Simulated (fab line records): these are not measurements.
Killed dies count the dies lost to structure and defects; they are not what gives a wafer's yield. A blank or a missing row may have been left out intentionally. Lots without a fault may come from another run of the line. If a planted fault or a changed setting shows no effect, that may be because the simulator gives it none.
A lot that was struck, set against a sound lot	flow ritCmos	43 out of 202 route steps
Sound: wafers L971.2, L971.3, L971.6. Struck: wafers L984.3, L984.6 (left out: L984.1, a lot-mate that was not struck); the cause follows at the end.
Per side, at each step with rows, come the tool, then ch with its chambers, and then its first start. Under that, the readings that differ: sound wafers	struck wafers	difference of the means	sigmas: that difference in standard deviations of wafers without a fault.
alike: words and numbers the same on both sides, and readings whose means are apart by under 2 such deviations; not compared: readings that were withheld, readings missing a value for some wafer, numbers with overlapping values and no deviation given by the record, and bounds like >300 which may hide the same value.
The two part at a step that has a row with sigmas, a row that says differs or no value, or rows on one side only. Numbers that have no deviation but don't overlap get no sigmas and don't part them. A reading that every wafer of one side lacks parts them only if that side has two wafers or more.

first, 1 step without rows for these wafers: RIT_SPACER_CVD_03 (deposits Si3N4 from SiH2Cl2/NH3, target thk 250 nm, time 3300 s).
RIT_SPACER_THK_MEAS_04:
  sound on filmMetro-04, day 3 02:54; struck on filmMetro-01, day 5 19:58
  alike: SPACER_NITRIDE_THK
RIT_SPACER_ETCHBACK_05: etches Si3N4 in SF6/CHF3, stops on SiO2, target depth 250 nm, time 240 s.
  sound on rieDiel-03 ch 0,1,3, day 3 02:57; struck on rieDiel-02 ch 3, day 5 20:02
reading	sound	struck	difference	sigmas
throttleValvePct (%)	10.05 10.23 10.07	10.36 10.37	+0.25	+2
  alike: drypumpMotorCurrentA, oesProductAu, rfFwdPowerW
  not compared: rfHoursCounterH
then, 6 steps without rows for these wafers: RIT_NSD_HMDS_00 (prime time 60 s); RIT_NSD_COAT_01 (resist thk 1000 nm); RIT_NSD_SOFTBAKE_02 (time 60 s); RIT_NSD_EXPOSE_03 (exposes mask M9, target cd 40700 nm); RIT_NSD_PEB_04; RIT_NSD_DEVELOP_05 (develop time 50 s).
RIT_NSD_OVL_MEAS_06:
  sound on overlay-02, day 3 03:57; struck on overlay-01, day 5 21:09
  alike: NSD_OVL
then, 2 steps without rows for these wafers: RIT_NSD_HARDBAKE_07 (time 60 s); RIT_NSD_IMPLANT_08.
RIT_NSD_STRIP_09: strips in O2, time 180 s.
  sound on plasmaAsher-03 ch 1, day 3 04:17; struck on plasmaAsher-04 ch 1, day 5 21:37
  alike: drypumpMotorCurrentA
  not compared: rfHoursCounterH
RIT_NSD_TW_MEAS_10:
  sound on filmMetro-04, day 3 04:28; struck on filmMetro-03, day 5 21:47
reading	sound	struck	difference	sigmas
NSD_TW	3074 3063 3070	3157 3140	+80	+2
then, 6 steps without rows for these wafers: RIT_PSD_HMDS_00 (prime time 60 s); RIT_PSD_COAT_01 (resist thk 1000 nm); RIT_PSD_SOFTBAKE_02 (time 60 s); RIT_PSD_EXPOSE_03 (exposes mask M10, target cd 40900 nm); RIT_PSD_PEB_04; RIT_PSD_DEVELOP_05 (develop time 50 s).
RIT_PSD_OVL_MEAS_06:
  sound on overlay-02, day 3 05:22; struck on overlay-01, day 5 23:08
  alike: PSD_OVL
then, 2 steps without rows for these wafers: RIT_PSD_HARDBAKE_07 (time 60 s); RIT_PSD_IMPLANT_08.
RIT_PSD_STRIP_09: strips in O2, time 180 s.
  sound on plasmaAsher-01 ch 0,1, day 3 05:42; struck on plasmaAsher-04 ch 0,1, day 5 23:28
  alike: drypumpMotorCurrentA
  not compared: rfHoursCounterH
RIT_PSD_TW_MEAS_10:
  sound on filmMetro-01, day 3 05:53; struck on filmMetro-03, day 5 23:38
  alike: PSD_TW
then, 4 steps without rows for these wafers: RIT_SDANNEAL_CLEAN_00 (cleans in SC1, time 600 s); RIT_SDANNEAL_CLEAN_01 (cleans in dHF, time 30 s); RIT_SDANNEAL_CLEAN_02 (cleans in SC2, time 600 s); RIT_SDANNEAL_RTA_03 (time 5 s).
RIT_SDANNEAL_RS_MEAS_04: measures by four-point-probe.
  sound on filmMetro-04, day 3 06:26; struck on filmMetro-03, day 6 00:10
  alike: PSD_RS
RIT_SDANNEAL_RS_MEAS_05: measures by four-point-probe.
  sound on filmMetro-04, day 3 06:34; struck on filmMetro-03, day 6 00:17
  alike: NSD_RS
RIT_SDANNEAL_RS_MEAS_06: measures by four-point-probe.
  sound on filmMetro-04, day 3 06:41; struck on filmMetro-03, day 6 00:24
  alike: PLDD_RS
RIT_SDANNEAL_RS_MEAS_07: measures by four-point-probe.
  sound on filmMetro-04, day 3 06:48; struck on filmMetro-03, day 6 00:31
  alike: NLDD_RS
then, 1 step without rows for these wafers: RIT_SILICIDE_WET_ETCH_00 (etches SiO2 in BOE, target depth 14 nm, time 15 s).
RIT_SILICIDE_SPUTTER_01: material Ti, target thk 30 nm, time 240 s.
  sound on pvdSputter-01, day 3 06:55; struck on pvdSputter-01, day 6 00:39
  alike: throttleValvePct
RIT_SILICIDE_RS_MEAS_02: measures by four-point-probe.
  sound on filmMetro-02, day 3 07:06; struck on filmMetro-02, day 6 00:48
  alike: SILICIDE_TI_RS
RIT_SILICIDE_THK_MEAS_03: measures by xrf.
  sound on filmMetro-02, day 3 07:13; struck on filmMetro-02, day 6 00:55
  alike: SILICIDE_TI_THK
RIT_SILICIDE_RTA_04: time 10 s, ramp up 5 s, ramp down 5 s.
  sound on rtpAnneal-02 ch 0, day 3 07:17; struck on rtpAnneal-01 ch 0, day 6 00:59
reading	sound	struck	difference	sigmas
wafer_temp_C_max	653.1 654.4 653.3	651.6 652.0	-1.8	-2
then, 1 step without rows for these wafers: RIT_SILICIDE_WET_ETCH_05 (etches Ti in SPM, time 120 s).
RIT_SILICIDE_RTA_06: time 10 s, ramp up 5 s, ramp down 10 s.
  sound on rtpAnneal-01 ch 0, day 3 07:23; struck on rtpAnneal-02 ch 0, day 6 01:09
  alike: wafer_temp_C_max
then, 1 step without rows for these wafers: RIT_CONTACT_CVD_00 (deposits SiO2 from TEOS, target thk 400 nm, time 61 s).
RIT_CONTACT_THK_MEAS_01:
  sound on filmMetro-04, day 3 07:34; struck on filmMetro-04, day 6 01:16
  alike: CONTACT_TEOS_THK
RIT_M1_PROBE_99:
  only the struck wafers here have rows in the record (prober-02, day 6 07:44); the sound ones have none

== WHERE THEY PART ==
Earliest at RIT_SPACER_ETCHBACK_05; latest, in this record, at RIT_M1_PROBE_99.

WHY: what the simulator had put in
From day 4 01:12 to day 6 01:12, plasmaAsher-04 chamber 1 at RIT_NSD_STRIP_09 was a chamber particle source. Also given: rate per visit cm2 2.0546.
